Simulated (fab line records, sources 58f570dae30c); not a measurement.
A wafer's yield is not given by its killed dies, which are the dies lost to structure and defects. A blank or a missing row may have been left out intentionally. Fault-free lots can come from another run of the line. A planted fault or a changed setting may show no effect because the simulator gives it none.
fab line records	flow berkeley-cmos170
record lots=5	wafers=23
route steps=331 shown M2@276 V2@299 M3@319
start-h: the number of hours between the record's first day and the start of the first shown wafer of the lot	wait-h: hours elapsed since this lot's preceding step	" same as the row above	L1.1+2: a row that stands for several wafers	- either no value or no given start	* or withheld: withheld	< > ~ a bound
route shown NAME@n: names a module that has steps shown in the file, with the first one's number in the route	usual: mean/standard deviation taken from wafers without a fault	same: alike in all rows	chamber/n: place in a boat	sites: each site's reading	_std_site: the values' standard deviation	_edge_site: mean of outer sites minus mean of inner sites	radius-mm: for every site, how far away it sits from the centre of the wafer	mask NAME#n: copy n	behind: the tool/chamber that last shaped the wafer	hold: reason for holding the lot/hours on hold/outcome of the hold	device: the n, p or np transistor that did not switch	end of line: tests of these same wafers at the route's end	a step without rows: its recipe alone	killed: dies that structure and defects cost at the first sort, which is not the same as the wafer's yield	map: shows each die of a wafer: x if killed, . if not, _ if none is there
set.NAME: the setting that was run; set.NAME@STEP: the one run at that earlier step	model.NAME: the simulator's own value behind a step, which no gauge read
lots where settings were altered on purpose, with a table for each step and a row for each wafer
## steps
# step UCB170_M2_COAT_05
# recipe resist=KrF	spin-rpm=1500	resist-thk-nm=900
lot.wafer	tool	chamber	start-h	wait-h	set.resist-thk-nm	model.KrF_of_M2_COAT_05.thk-nm
L074.1	litho-track-03	0	188.16	0.1	900	898.9
L074.2	"	0	"	"	900	897.8
L074.3	"	0	"	"	900	895.6
L074.4	"	0	"	"	900	900.8
L074.6	"	0	"	"	900	898.5
L075.1	litho-track-01	0	210.51	0.1	944	948
L075.2	"	0	"	"	900	903.4
L075.3	"	0	"	"	900	903.6
L075.4	"	0	"	"	900	903.2
L075.5	"	0	"	"	944	949.2
L076.1	litho-track-03	0	213.50	0.1	916.1	916.7
L076.3	"	0	"	"	916.1	917.3
L076.4	"	0	"	"	900	903.3
L076.5	"	0	"	"	916.1	913.8
L076.6	"	0	"	"	900	901.3
L082.1	litho-track-01	0	227.65	0.1	900	898
L082.3	"	0	"	"	900	900.2
L082.5	"	0	"	"	900	900.8
L083.2	litho-track-03	0	235.28	0.1	900	901.9
L083.3	"	0	"	"	900	904.4
L083.4	"	0	"	"	940.9	944.4
L083.5	"	0	"	"	900	905.8
L083.6	"	0	"	"	940.9	943.8
# step UCB170_M2_SOFTBAKE_06
# recipe resist=KrF	temp-c=130	time-s=60
# step UCB170_M2_STRIP_07
# recipe chemistry=O2	power-w=400	pressure-mtorr=3500	platen-temp-c=withheld	o2-flow-sccm=400	overash-fraction=0.5
# usual strip-time-to-endpoint-s=21.99/0.056
lot.wafer	tool	chamber	start-h	wait-h	set.resist-thk-nm@M2_COAT_05	strip-time-to-endpoint-s
L074.1	plasma-asher-01	0	188.46	0.1	900	21.97
L074.2	"	1	"	"	900	21.92
L074.3	"	1	"	"	900	21.86
L074.4	"	0	"	"	900	21.98
L074.6	"	1	"	"	900	21.93
L075.1	plasma-asher-01	0	210.81	0.1	944	23.11
L075.2	"	1	"	"	900	22.06
L075.3	"	0	"	"	900	22.05
L075.4	"	1	"	"	900	22.04
L075.5	"	0	"	"	944	23.15
L076.1	plasma-asher-03	0	213.80	0.1	916.1	22.37
L076.3	"	0	"	"	916.1	22.38
L076.4	"	1	"	"	900	22.04
L076.5	"	1	"	"	916.1	22.31
L076.6	"	0	"	"	900	22.00
L082.1	plasma-asher-04	1	227.95	0.1	900	21.93
L082.3	"	0	"	"	900	21.96
L082.5	"	1	"	"	900	22.01
L083.2	plasma-asher-03	0	235.55	0.1	900	22.02
L083.3	"	1	"	"	900	22.08
L083.4	"	0	"	"	940.9	23.03
L083.5	"	0	"	"	900	22.11
L083.6	"	1	"	"	940.9	23.02
# step UCB170_V2_COAT_07
# recipe resist=KrF	spin-rpm=1500	resist-thk-nm=900
lot.wafer	tool	chamber	start-h	wait-h	set.spin-rpm	model.KrF_of_V2_COAT_07.thk-nm
L074.1	litho-track-04	0	191.64	0.1	1500	901.5
L074.2	"	0	"	"	1465	912.9
L074.3	"	0	"	"	1500	901
L074.4	"	0	"	"	1465	914
L074.6	"	0	"	"	1500	902.7
L075.1	litho-track-02	0	215.00	0.1	1500	899.3
L075.2	"	0	"	"	1572	879.3
L075.3	"	0	"	"	1572	876.8
L075.4	"	0	"	"	1500	897.8
L075.5	"	0	"	"	1500	899.7
L076.1	litho-track-02	0	217.66	0.1	1532	892.5
L076.3	"	0	"	"	1532	888.7
L076.4	"	0	"	"	1532	892
L076.5	"	0	"	"	1500	901
L076.6	"	0	"	"	1500	900.2
L082.1	litho-track-02	0	233.97	0.1	1500	900.2
L082.3	"	0	"	"	1500	898.2
L082.5	"	0	"	"	1500	899.8
L083.2	litho-track-01	0	238.96	0.1	1500	904
L083.3	"	0	"	"	1500	900
L083.4	"	0	"	"	1596	874.3
L083.5	"	0	"	"	1596	875.5
L083.6	"	0	"	"	1500	903.6
# step UCB170_M3_COAT_10
# recipe resist=KrF	spin-rpm=1500	resist-thk-nm=900
lot.wafer	tool	chamber	start-h	wait-h	set.resist-thk-nm	model.KrF_of_M3_COAT_10.thk-nm
L074.1	litho-track-02	0	-	-	900	900.8
L074.2	"	0	"	"	900	901.5
L074.3	"	0	"	"	900	900.5
L074.4	"	0	"	"	868.4	868.8
L074.6	"	0	"	"	868.4	872
L075.1	litho-track-01	0	-	-	900	900.3
L075.2	"	0	"	"	900	901.8
L075.3	"	0	"	"	900	903.2
L075.4	"	0	"	"	900	899
L075.5	"	0	"	"	900	899.4
L076.1	litho-track-01	0	-	-	900	905.7
L076.3	"	0	"	"	874.7	874.7
L076.4	"	0	"	"	900	901.7
L076.5	"	0	"	"	874.7	876
L076.6	"	0	"	"	874.7	875
L082.1	litho-track-01	0	-	-	900	898.2
L082.3	"	0	"	"	900	900.2
L082.5	"	0	"	"	900	901.8
L083.2	litho-track-03	0	-	-	900	899.5
L083.3	"	0	"	"	849.7	848.2
L083.4	"	0	"	"	849.7	849
L083.5	"	0	"	"	900	903.4
L083.6	"	0	"	"	849.7	850.3
# step UCB170_M3_DEVELOP_14
# recipe developer=TMAH	develop-time-s=45	resist=KrF	dev-temp-c=21
lot.wafer	tool	chamber	start-h	wait-h	set.dev-temp-c
L074.1+3+4	litho-track-03	0	-	-	18.79
L074.2+6	"	0	"	"	21
L075.1+3+4	litho-track-01	0	-	-	21
L075.2+5	"	0	"	"	23.98
L076.1+3+5	litho-track-02	0	-	-	21
L076.4+6	"	0	"	"	22.25
L082.1+3+5	litho-track-01	0	-	-	21
L083.2+3+4+5+6	litho-track-03	0	-	-	21
# step UCB170_M3_ETCH_17
# recipe chemistry=N2/H2	target-depth-a=withheld	overetch-a=withheld	target=BARC	time-s=withheld	source-w=500	bias-w=100	pressure-mtorr=30	n2-flow-sccm=100	h2-flow-sccm=200
# step UCB170_M3_METAL_ETCH_18
# recipe chemistry=Cl2/BCl3	target=Al	stop-on=SiO2	pressure-mtorr=12	target-depth-a=11700	over-etch-frac=0.3	time-s=195	icp-w=600	bias-w=120	Cl2_flow_sccm=90	bcl3-flow-sccm=45
lot.wafer	tool	chamber	start-h	wait-h	set.resist-thk-nm@M3_COAT_10	model.KrF_of_M3_COAT_10.thk-nm
L074.1	rie-metal-04	1	196.75	-	900	223.3
L074.2	"	0	"	"	900	198.6
L074.3	"	1	"	"	900	222.9
L074.4	"	0	"	"	868.4	173.3
L074.6	"	0	"	"	868.4	170.7
L075.1	rie-metal-04	0	219.13	-	900	201.5
L075.2	"	1	"	"	900	215.8
L075.3	"	0	"	"	900	200.9
L075.4	"	1	"	"	900	205.8
L075.5	"	0	"	"	900	195.9
L076.1	rie-metal-01	1	221.78	-	900	209
L076.3	"	1	"	"	874.7	184.5
L076.4	"	0	"	"	900	200.2
L076.5	"	0	"	"	874.7	175.9
L076.6	"	1	"	"	874.7	183.1
L082.1	rie-metal-04	1	238.39	-	900	218.6
L082.3	"	1	"	"	900	219.5
L082.5	"	0	"	"	900	207.5
L083.2	rie-metal-01	0	243.67	-	900	192.7
L083.3	"	0	"	"	849.7	137.7
L083.4	"	0	"	"	849.7	138.4
L083.5	"	0	"	"	900	194.4
L083.6	"	0	"	"	849.7	145.8
# step UCB170_M3_STRIP_19
# recipe chemistry=O2	power-w=400	pressure-mtorr=3500	platen-temp-c=withheld	o2-flow-sccm=400	overash-fraction=0.5
# usual oes-product-au=0.536/0.012
lot.wafer	tool	chamber	start-h	wait-h	set.resist-thk-nm@M3_COAT_10	oes-product-au
L074.1	plasma-asher-02	0	197.00	0.2	900	0.558
L074.2	"	1	"	"	900	0.532
L074.3	"	1	"	"	900	0.564
L074.4	"	0	"	"	868.4	0.501
L074.6	"	0	"	"	868.4	0.503
L075.1	plasma-asher-04	0	219.31	0.1	900	0.543
L075.2	"	1	"	"	900	0.549
L075.3	"	1	"	"	900	0.538
L075.4	"	0	"	"	900	0.534
L075.5	"	0	"	"	900	0.523
L076.1	plasma-asher-03	1	221.97	0.1	900	0.546
L076.3	"	1	"	"	874.7	0.520
L076.4	"	0	"	"	900	0.531
L076.5	"	0	"	"	874.7	0.505
L076.6	"	1	"	"	874.7	0.512
L082.1	plasma-asher-02	0	238.58	0.1	900	0.547
L082.3	"	0	"	"	900	0.553
L082.5	"	0	"	"	900	0.543
L083.2	plasma-asher-04	1	243.98	0.2	900	0.527
L083.3	"	1	"	"	849.7	0.467
L083.4	"	0	"	"	849.7	0.471
L083.5	"	0	"	"	900	0.523
L083.6	"	1	"	"	849.7	0.481
## key
split step=UCB170_M2_COAT_05	setting=resist-thk-nm	stated=900	by=wafer
response step=UCB170_M2_COAT_05	reading=model.KrF_of_M2_COAT_05.thk-nm	change=+8.95	per=1%	r=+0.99
response step=UCB170_M2_STRIP_07	reading=strip-time-to-endpoint-s	change=*	per=1%	r=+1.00
split step=UCB170_V2_COAT_07	setting=spin-rpm	stated=1500	by=wafer
response step=UCB170_V2_COAT_07	reading=model.KrF_of_V2_COAT_07.thk-nm	change=-4.39	per=1%	r=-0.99
split step=UCB170_M3_COAT_10	setting=resist-thk-nm	stated=900	by=wafer
response step=UCB170_M3_COAT_10	reading=model.KrF_of_M3_COAT_10.thk-nm	change=+9.32	per=1%	r=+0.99
response step=UCB170_M3_METAL_ETCH_18	reading=model.KrF_of_M3_COAT_10.thk-nm	change=+9.95	per=1%	r=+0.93
response step=UCB170_M3_STRIP_19	reading=oes-product-au	change=+0.0105	per=1%	r=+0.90
split step=UCB170_M3_DEVELOP_14	setting=dev-temp-c	stated=21	by=wafer
response none clear
